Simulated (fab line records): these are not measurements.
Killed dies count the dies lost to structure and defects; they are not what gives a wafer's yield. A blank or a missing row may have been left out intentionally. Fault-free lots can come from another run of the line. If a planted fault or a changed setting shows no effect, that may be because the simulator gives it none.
The tool behind it: which one? | flow berkeleyCmos170 | 7 lots, 21 wafers sampled, at 5 steps of a route of 331

WHAT THE GAUGES READ, wafer by wafer
UCB170_M3_CD_MEAS_90 targets a cd of 700 nm.
lot  | measured     | on       | cdNm (nm)
L270 | day 9 19:27  | cdSem-02 | 699.7 700.7 699.7
L273 | day 10 02:22 | cdSem-02 | 699.3 700.8 699.5
L277 | day 10 20:07 | cdSem-01 | 696.7 696.8 696.5
L282 | day 11 21:55 | cdSem-02 | 705.5 699.9 701.1
L288 | day 17 10:17 | cdSem-01 | 702.4 698.4 701.6
L290 | day 17 10:06 | cdSem-02 | 701.7 700.4 700.9
L292 | day 17 10:43 | cdSem-02 | 680.9 680.3 702.0

WHAT TOOL EACH LOT RAN ON (gives the tool, then ch and the chambers of the sampled wafers, and finally the start)
lot  | UCB170_PWELL_ETCH_14             | UCB170_M2_STRIP_07                  | UCB170_M3_METAL_ETCH_18          | UCB170_M3_STRIP_19
L270 | rieDiel-04 ch 2,3, day 3 18:52   | plasmaAsher-02 ch 0,1, day 9 10:41  | rieMetal-01 ch 0,1, day 9 19:10  | plasmaAsher-03 ch 0,1, day 9 19:21
L273 | rieDiel-03 ch 0,3, day 4 09:29   | plasmaAsher-03 ch 0,1, day 9 19:32  | rieMetal-02 ch 0,1, day 10 02:03 | plasmaAsher-02 ch 0,1, day 10 02:14
L277 | rieDiel-01 ch 0,1,2, day 5 04:01 | plasmaAsher-04 ch 0,1, day 10 11:58 | rieMetal-03 ch 0,1, day 10 19:50 | plasmaAsher-02 ch 0,1, day 10 20:00
L282 | rieDiel-04 ch 0,1,3, day 6 05:07 | plasmaAsher-04 ch 0,1, day 11 11:46 | rieMetal-01 ch 0,1, day 11 21:37 | plasmaAsher-03 ch 0,1, day 11 21:49
L288 | rieDiel-04 ch 1,2,3, day 7 10:16 | plasmaAsher-03 ch 0,1, day 16 10:06 | rieMetal-03 ch 0,1, day 17 10:00 | plasmaAsher-03 ch 0,1, day 17 10:11
L290 | rieDiel-01 ch 0,1,2, day 7 17:03 | plasmaAsher-02 ch 0,1, day 16 09:35 | rieMetal-02 ch 1, day 17 09:49   | plasmaAsher-01 ch 0,1, day 17 10:00
L292 | rieDiel-01 ch 0,3, day 8 13:59   | plasmaAsher-03 ch 1, day 16 10:33   | rieMetal-01 ch 0,1, day 17 10:22 | plasmaAsher-01 ch 0,1, day 17 10:37
- UCB170_PWELL_ETCH_14: etches Si3N4 in CH3F/Ar/O2, stops on SiO2, target depth 242 nm, time 151 s.
- UCB170_M2_STRIP_07: strips in O2.
- UCB170_M3_METAL_ETCH_18: etches Al in Cl2/BCl3, stops on SiO2, target depth 1170 nm, time 195 s.
- UCB170_M3_STRIP_19: strips in O2.

THE ANSWER, worked out from the rows above alone
Rule: the usual values come from the lots themselves. The widest of any qualifying gaps counts: lots, ordered by their means at a reading, are off when they make up no more than a third of the lots, leave a main group of 4 or more, and stand apart from it by 3 or more times the standard deviation of that group's means. The tables above print the reading to a certain number of digits; a main group whose means all agree to those digits is not used. Also off: a lot with no number at a reading for which 4 or more lots have one. All remaining lots with rows at the step are treated as sound.
Off: L292, at UCB170_M3_CD_MEAS_90 (cdNm). The main group has a mean of 700.1 nm with a standard deviation of 1.7.
If a tool, at a process step before that reading, ran all the lots that are off and no sound lot after the first of them, it fits. Gauges at UCB170_M3_CD_MEAS_90: tried the same way as those tools. Can't be told from this: 5 tools fit, rieDiel-01 at UCB170_PWELL_ETCH_14, plasmaAsher-03 at UCB170_M2_STRIP_07, rieMetal-01 at UCB170_M3_METAL_ETCH_18, plasmaAsher-01 at UCB170_M3_STRIP_19, cdSem-02 at UCB170_M3_CD_MEAS_90.

WHAT HAD BEEN PUT IN BY THE SIMULATOR
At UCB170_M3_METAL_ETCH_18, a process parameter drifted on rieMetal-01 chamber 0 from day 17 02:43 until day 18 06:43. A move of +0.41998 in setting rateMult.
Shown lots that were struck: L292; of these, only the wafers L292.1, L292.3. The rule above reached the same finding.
